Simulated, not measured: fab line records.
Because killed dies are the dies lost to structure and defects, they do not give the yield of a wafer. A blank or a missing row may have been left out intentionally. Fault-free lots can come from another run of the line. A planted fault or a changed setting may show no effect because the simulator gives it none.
fab line records    flow ritCmos
record: lots: 6  wafers: 18  lastDay: 7
route steps=202 shown NSD@135 PSD@142 M1@202
lots with no fault: from the same line, run without faults
startH: hours from the record's opening day to when the first of the lot's shown wafers began    waitH: time in hours since the lot's previous step    " as in the row above    L1.1+2: a row that stands for several wafers    - value missing, or start not given    * or withheld: withheld    < > ~ a bound
route shown NAME@n: NAME is a module with steps in the file, n the number in the route of the first one    usual: the fault-free wafers' mean and standard deviation    same: alike in all rows    chamber/n: place in a boat    sites: each site's reading    _std_site: standard deviation of those values    _edge_site: inner sites' mean taken away from outer sites' mean    radiusMm: how far each site lies from the wafer's centre    mask NAME#n: copy n    behind: the most recent tool/chamber to have shaped the wafer    hold: why the lot was held/for how many hours/how that ended    device: whichever transistor did not switch (one of n, p or np)    end of line: tests of these same wafers at the route's end    a step with no rows: only its recipe    killed: dies that structure and defects cost at the first sort, which is not the same as the wafer's yield    map: dies across one wafer; x = killed, . = not, _ = none there
set.NAME: the setting as run; set.NAME@STEP: as run at that earlier step    model.NAME: the simulator's own value behind a step, which no gauge read
lots at selected steps of the route; one table per step, one row per wafer
== steps ==
step: RIT_NSD_PEB_04
recipe: resist: NOVOLAK  tempC: withheld  timeS: withheld
step: RIT_NSD_DEVELOP_05
recipe: resist: NOVOLAK  developTimeS: 50  devTempC: 23
step: RIT_NSD_OVL_MEAS_06
usual: NSD_OVL: 0.7/1.3
lot.wafer  tool        chamber  startH  waitH  NSD_OVL[nm]
L947.3     overlay-02  -        58.57   -      1.8
L947.4     "           -        "       "      2.0
L947.5     "           -        "       "      1.3
L950.3     overlay-02  -        75.09   -      0.2
L950.4     "           -        "       "      1.2
L950.6     "           -        "       "      0.0
L952.3     overlay-01  -        88.37   -      1.7
L952.4     "           -        "       "      1.8
L952.6     "           -        "       "      1.4
L956.1     overlay-01  -        108.25  -      0.5
L956.3     "           -        "       "      0.0
L956.4     "           -        "       "      0.7
L962.1     overlay-02  -        139.49  -      0.8
L962.4     "           -        "       "      0.0
L962.5     "           -        "       "      0.6
L966.2     overlay-02  -        164.02  -      0.6
L966.3     "           -        "       "      0.0
L966.6     "           -        "       "      -0.3
step: RIT_NSD_HARDBAKE_07
recipe: resist: NOVOLAK  tempC: 140  timeS: 60
step: RIT_NSD_IMPLANT_08
recipe: species: P  energyKev: 25  doseCm2: 1e+15  tiltDeg: 7
step: RIT_NSD_STRIP_09
recipe: chemistry: O2  timeS: 180  resist: NOVOLAK  platenTempC: withheld  powerW: 500  pressureMtorr: 4000  o2FlowSccm: 4000
usual: drypumpMotorCurrentA: 5.7/0.46  o2FlowSccm: 4000/11
lot.wafer  tool            chamber  startH  waitH  drypumpMotorCurrentA  o2FlowSccm  rfHoursCounterH
L947.3     plasmaAsher-03  0        58.96   0.1    5.6                   4015        -
L947.4     "               1        "       "      5.7                   3989        -
L947.5     "               1        "       "      5.7                   3999        -
L950.3     plasmaAsher-04  0        75.47   0.1    6.3                   4012        -
L950.4     "               1        "       "      5.9                   4008        -
L950.6     "               0        "       "      6.3                   4018        -
L952.3     plasmaAsher-03  1        88.75   0.1    5.7                   4001        -
L952.4     "               0        "       "      5.6                   3997        -
L952.6     "               1        "       "      5.7                   4011        -
L956.1     plasmaAsher-01  1        108.59  0.1    6.4                   3993        47
L956.3     "               1        "       "      6.4                   3982        -
L956.4     "               0        "       "      4.9                   3993        -
L962.1     plasmaAsher-01  1        139.83  0.1    6.4                   4001        50
L962.4     "               1        "       "      6.4                   4000        -
L962.5     "               1        "       "      6.4                   4002        -
L966.2     plasmaAsher-03  1        164.35  0.1    5.6                   3989        51
L966.3     "               1        "       "      5.6                   3995        -
L966.6     "               1        "       "      5.7                   3989        -
step: RIT_NSD_TW_MEAS_10
usual: NSD_TW: 3125/19
lot.wafer  tool          chamber  startH  waitH  NSD_TW
L947.3     filmMetro-02  -        59.09   0.1    3111
L947.4     "             -        "       "      3117
L947.5     "             -        "       "      3112
L950.3     filmMetro-02  -        75.61   0.1    3127
L950.4     "             -        "       "      3101
L950.6     "             -        "       "      3112
L952.3     filmMetro-02  -        88.89   0.1    3119
L952.4     "             -        "       "      3113
L952.6     "             -        "       "      3102
L956.1     filmMetro-02  -        108.76  0.1    3114
L956.3     "             -        "       "      3101
L956.4     "             -        "       "      3135
L962.1     filmMetro-04  -        140.00  0.1    3135
L962.4     "             -        "       "      3123
L962.5     "             -        "       "      3124
L966.2     filmMetro-04  -        164.54  0.1    3180
L966.3     "             -        "       "      3162
L966.6     "             -        "       "      3164
step: RIT_PSD_HMDS_00
recipe: primeTimeS: 60  primeTempC: 140
step: RIT_PSD_COAT_01
recipe: resist: NOVOLAK  spinRpm: 3250  resistThkNm: 1000
step: RIT_PSD_SOFTBAKE_02
recipe: resist: NOVOLAK  tempC: 90  timeS: 62.92
usual: plateSensorTCentreC: 90.970/0.01  plateSensorTEdgeC: 91.019/0.0097
lot.wafer  tool           chamber  startH  waitH  plateSensorTCentreC  plateSensorTEdgeC
L947.3     lithoTrack-04  0        59.55   0.1    90.955               91.011
L947.4     "              0        "       "      90.959               91.023
L947.5     "              0        "       "      90.953               91.021
L950.3     lithoTrack-04  0        76.00   0.1    90.985               91.013
L950.4     "              0        "       "      90.975               91.012
L950.6     "              0        "       "      90.980               91.019
L952.3     lithoTrack-04  0        89.28   0.1    90.977               91.016
L952.4     "              0        "       "      90.964               91.035
L952.6     "              0        "       "      90.961               91.019
L956.1     lithoTrack-01  0        109.12  0.1    90.964               90.997
L956.3     "              0        "       "      90.969               91.022
L956.4     "              0        "       "      90.960               91.009
L962.1     lithoTrack-03  0        140.36  0.1    90.977               91.036
L962.4     "              0        "       "      90.975               91.007
L962.5     "              0        "       "      90.967               91.019
L966.2     lithoTrack-03  0        164.91  0.1    90.973               91.009
L966.3     "              0        "       "      90.970               91.017
L966.6     "              0        "       "      90.973               91.014
step: RIT_PSD_EXPOSE_03
recipe: maskId: M10  na: 0.57  targetCdNm: 40900  doseMj: 250
step: RIT_PSD_PEB_04
recipe: resist: NOVOLAK  tempC: withheld  timeS: withheld
step: RIT_PSD_DEVELOP_05
recipe: resist: NOVOLAK  developTimeS: 50  devTempC: 23
usual: developerTempC: 22.99/0.12
lot.wafer  tool           chamber  startH  waitH  developerTempC
L947.3     lithoTrack-01  0        60      -      23.19
L947.4     "              0        "       "      23.18
L947.5     "              0        "       "      23.28
L950.3     lithoTrack-03  0        76      -      22.87
L950.4     "              0        "       "      23.04
L950.6     "              0        "       "      22.92
L952.3     lithoTrack-01  0        89      -      20.82
L952.4     "              0        "       "      20.73
L952.6     "              0        "       "      20.88
L956.1     lithoTrack-01  0        109     -      20.69
L956.3     "              0        "       "      20.82
L956.4     "              0        "       "      20.79
L962.1     lithoTrack-03  0        140     -      22.97
L962.4     "              0        "       "      23.01
L962.5     "              0        "       "      22.94
L966.2     lithoTrack-04  0        165     -      23.06
L966.3     "              0        "       "      23.10
L966.6     "              0        "       "      23.01
step: RIT_PSD_OVL_MEAS_06
usual: PSD_OVL: 1.0/1.5
lot.wafer  tool        chamber  startH  waitH  PSD_OVL[nm]
L947.3     overlay-02  -        60.25   -      1.5
L947.4     "           -        "       "      1.2
L947.5     "           -        "       "      1.1
L950.3     overlay-01  -        76.56   -      1.2
L950.4     "           -        "       "      1.3
L950.6     "           -        "       "      2.1
L952.3     overlay-01  -        89.92   -      -1.5
L952.4     "           -        "       "      -0.9
L952.6     "           -        "       "      -2.2
L956.1     overlay-01  -        109.80  -      1.1
L956.3     "           -        "       "      0.0
L956.4     "           -        "       "      1.1
L962.1     overlay-02  -        140.91  -      0.0
L962.4     "           -        "       "      0.5
L962.5     "           -        "       "      0.2
L966.2     overlay-01  -        165.47  -      -0.5
L966.3     "           -        "       "      0.3
L966.6     "           -        "       "      0.0
step: RIT_M1_PROBE_99
usual: killedAtContacts: 0.1/0.28  killedAtFrontEnd: 7.0/2.9  killedDies: 7.0/2.9  killedOpen: 3.4/2.1  killedShort: 3.6/1.7
same: grossDies: 264  killed_at_M0_to_M3: 0  killed_at_M4_up: 0  killedAtBackSide: 0  killedAtOther: 0
lot.wafer  tool       chamber  startH  waitH  killedAtContacts  killedAtFrontEnd  killedDies  killedOpen  killedShort
L947.3     prober-02  -        69.27   0.2    0                 3                 3           1           2
L947.4     prober-02  -        69.32   0.2    0                 5                 5           2           3
L947.5     prober-02  -        69.37   0.2    0                 9                 9           5           4
L950.3     prober-02  -        85.10   0.2    0                 7                 7           5           2
L950.4     prober-02  -        85.15   0.2    0                 5                 5           4           1
L950.6     prober-02  -        85.25   0.2    0                 4                 4           4           0
L952.3     prober-02  -        98.52   0.2    0                 13                13          5           8
L952.4     prober-02  -        98.57   0.2    0                 7                 7           3           4
L952.6     prober-02  -        98.67   0.2    0                 6                 6           2           4
L956.1     prober-02  -        118.51  0.1    0                 8                 8           4           4
L956.3     prober-02  -        118.61  0.2    1                 5                 6           2           4
L956.4     prober-02  -        118.66  0.2    0                 9                 9           6           3
L962.1     prober-02  -        149.54  0.1    0                 9                 9           5           4
L962.4     prober-02  -        149.69  0.2    0                 11                11          7           4
L962.5     prober-02  -        149.74  0.2    0                 9                 9           3           6
L966.2     prober-02  -        174.79  0.1    0                 13                13          10          3
L966.3     prober-02  -        174.84  0.2    0                 8                 8           2           6
L966.6     prober-02  -        174.99  0.2    0                 9                 9           5           4
killed by level:class
L947.3 SPACER:geometricParticle:short=2 FOX1:geometricParticle:open=1
L947.4 SPACER:geometricParticle:short=2 FOX2:geometricParticle:open=1 GATE:geometricParticle:open=1 REOX:geometricParticle:short=1
L947.5 SPACER:geometricParticle:short=2 SPACER:geometricParticle:open=2 GATE:geometricParticle:short=1 GATE:geometricParticle:open=1 REOX:geometricParticle:open=1 SILICIDE:geometricParticle:open=1 SILICIDE:geometricParticle:short=1
L950.3 REOX:geometricParticle:open=3 GATE:geometricParticle:short=2 GATE:geometricParticle:open=1 SPACER:geometricParticle:open=1
L950.4 FOX1:geometricParticle:open=2 FOX1:geometricParticle:short=1 REOX:geometricParticle:open=1 SPACER:geometricParticle:open=1
L950.6 FOX1:geometricParticle:open=2 FOX2:geometricParticle:open=1 SPACER:geometricParticle:open=1
L952.3 SPACER:geometricParticle:open=3 FOX1:geometricParticle:short=2 GATE:geometricParticle:short=2 FOX1:geometricParticle:open=1 FOX2:geometricParticle:short=1 REOX:geometricParticle:short=1 SPACER:geometricParticle:short=1 SILICIDE:geometricParticle:short=1
L952.4 FOX1:geometricParticle:open=1 FOX2:geometricParticle:short=1 GATE:geometricParticle:short=1 REOX:geometricParticle:open=1 REOX:geometricParticle:short=1 SPACER:geometricParticle:open=1 SILICIDE:geometricParticle:short=1
L952.6 FOX1:geometricParticle:short=2 GATE:geometricParticle:short=2 SPACER:geometricParticle:open=1 SILICIDE:geometricParticle:open=1
L956.1 FOX1:geometricParticle:short=2 FOX1:geometricParticle:open=2 FOX2:geometricParticle:short=1 GATE:geometricParticle:short=1 GATE:geometricParticle:open=1 SILICIDE:geometricParticle:open=1
L956.3 GATE:geometricParticle:short=2 FOX1:geometricParticle:open=1 FOX2:geometricParticle:open=1 SPACER:geometricParticle:short=1 CONTACT:geometricParticle:short=1
L956.4 FOX1:geometricParticle:open=2 SPACER:geometricParticle:open=2 GATE:geometricParticle:short=1 GATE:geometricParticle:open=1 REOX:geometricParticle:open=1 REOX:geometricParticle:short=1 SILICIDE:geometricParticle:short=1
L962.1 GATE:geometricParticle:short=4 GATE:geometricParticle:open=2 SPACER:geometricParticle:open=2 REOX:geometricParticle:open=1
L962.4 GATE:geometricParticle:open=4 SPACER:geometricParticle:short=3 SPACER:geometricParticle:open=2 FOX2:geometricParticle:open=1 REOX:geometricParticle:short=1
L962.5 FOX2:geometricParticle:open=2 REOX:geometricParticle:short=2 SPACER:geometricParticle:short=2 FOX1:geometricParticle:short=1 REOX:geometricParticle:open=1 SILICIDE:geometricParticle:short=1
L966.2 GATE:geometricParticle:open=3 SILICIDE:geometricParticle:open=3 SPACER:geometricParticle:open=2 ACTIVE:geometricParticle:short=1 FOX1:geometricParticle:open=1 FOX2:geometricParticle:open=1 GATE:geometricParticle:short=1 REOX:geometricParticle:short=1
L966.3 GATE:geometricParticle:short=4 FOX1:geometricParticle:short=1 FOX1:geometricParticle:open=1 FOX2:geometricParticle:open=1 SPACER:geometricParticle:short=1
L966.6 SPACER:geometricParticle:open=3 GATE:geometricParticle:short=2 FOX2:geometricParticle:short=1 GATE:geometricParticle:open=1 REOX:geometricParticle:open=1 SPACER:geometricParticle:short=1
== key ==
firstSign: step: RIT_PSD_DEVELOP_05  reading: developerTempC  direction: down  sigmas: 18  usual: *  struck: *
effect none on later readings
metAt RIT_PSD_DEVELOP_05
struckWafers L952.3,L952.4,L952.6,L956.1,L956.3,L956.4
testerLeftOut L952,L956
onsetBetween 60 89
fault: kind: processParameterDrift  tool: lithoTrack-01  chamber: -  onsetH: 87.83  steps: RIT_PSD_DEVELOP_05  channel: devTempC  offset: *  shape: step  endH: 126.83  actsIn: *  stated: *
testerLeftOut: of these lots the tester's yield and bins aren't shown, on N5 and GAA mostly nor the transistor test; their killed dies are dies lost to structure and defects alone, not to doping, threshold or leakage, so they don't give the yield
